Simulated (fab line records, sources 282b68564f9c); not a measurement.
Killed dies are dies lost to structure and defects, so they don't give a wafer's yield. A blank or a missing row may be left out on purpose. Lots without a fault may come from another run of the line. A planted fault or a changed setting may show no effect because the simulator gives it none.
Which tool did it? | flow rit_cmos | 13 lots, 39 wafers sampled, at 2 steps of a route of 202

WHAT THE GAUGES READ, wafer by wafer
The record holds no reading of a measuring or inspecting step that can be judged against a usual standard deviation.

WHICH TOOL RAN EACH LOT (tool, then ch and the chambers of the sampled wafers, then the start)
lot  | RIT_GATE_WET_ETCH_00           | RIT_M1_PROBE_99
L164 | wet_bench-01 ch 0, day 2 17:15 | -
L166 | wet_bench-01 ch 0, day 3 04:36 | -
L167 | wet_bench-04 ch 0, day 3 09:46 | -
L168 | wet_bench-01 ch 2, day 3 15:58 | -
L169 | wet_bench-02 ch 3, day 3 20:05 | prober-01, day 4 21:31
L170 | wet_bench-04 ch 0, day 3 23:58 | -
L171 | wet_bench-04 ch 3, day 4 04:41 | -
L172 | wet_bench-04 ch 1, day 4 09:49 | prober-02, day 5 11:01
L179 | wet_bench-04 ch 1, day 5 21:41 | prober-01, day 6 23:43
L182 | wet_bench-02 ch 0, day 6 11:01 | prober-02, day 7 15:50
L183 | wet_bench-04 ch 3, day 6 16:25 | -
L184 | wet_bench-02 ch 0, day 6 22:31 | -
L185 | wet_bench-02 ch 3, day 7 04:56 | -
- RIT_GATE_WET_ETCH_00: etches SiO2 in BOE, target depth 56 nm, time 60 s.
- RIT_M1_PROBE_99

WHAT THE TOOLS THEMSELVES READ (means of the sampled wafers that have a number; where no wafer has one, the mark that the record gives instead)
RIT_M1_PROBE_99.
lot  | tool      | killed_at_M0_to_M3 | killed_at_contacts | killed_at_front_end | killed_dies | killed_on_rim | killed_open | killed_short
L169 | prober-01 | 0.0                | 0.3                | 6                   | 7           | 2.3           | 3.3         | 3.3
L172 | prober-02 | 0.0                | 0.0                | 5                   | 5           | 1.7           | 2.3         | 2.3
L179 | prober-01 | 0.0                | 0.0                | 35                  | 35          | 2.7           | 3.3         | 2.0
L182 | prober-02 | 0.0                | 0.0                | 11                  | 11          | 3.3           | 5.0         | 6.0

THE ANSWER, worked out from the rows above alone
Rule: what is usual is taken from the lots themselves. Put in order of their means at a reading, lots are off if they are a third of the lots or fewer, leave a main group of 4 or more, and stand apart from it by a gap of 3 or more times the standard deviation of the main group's means; of several such gaps the widest counts. A main group whose means are all the same, to the digits that the tables above print for the reading, isn't used. A lot without any number at a reading at which 4 lots or more have one is off too. The other lots that the step has rows for count as sound. The gauges are gone through in route order, then the tools' own readings, and for those a lot's mean is taken as printed above. The first step at which some lot is off is used, and at that step the reading that is off furthest; a lot without a number counts as furthest.
No lot is off at any reading shown: from this, nothing can be told.

WHAT THE SIMULATOR HAD PUT IN
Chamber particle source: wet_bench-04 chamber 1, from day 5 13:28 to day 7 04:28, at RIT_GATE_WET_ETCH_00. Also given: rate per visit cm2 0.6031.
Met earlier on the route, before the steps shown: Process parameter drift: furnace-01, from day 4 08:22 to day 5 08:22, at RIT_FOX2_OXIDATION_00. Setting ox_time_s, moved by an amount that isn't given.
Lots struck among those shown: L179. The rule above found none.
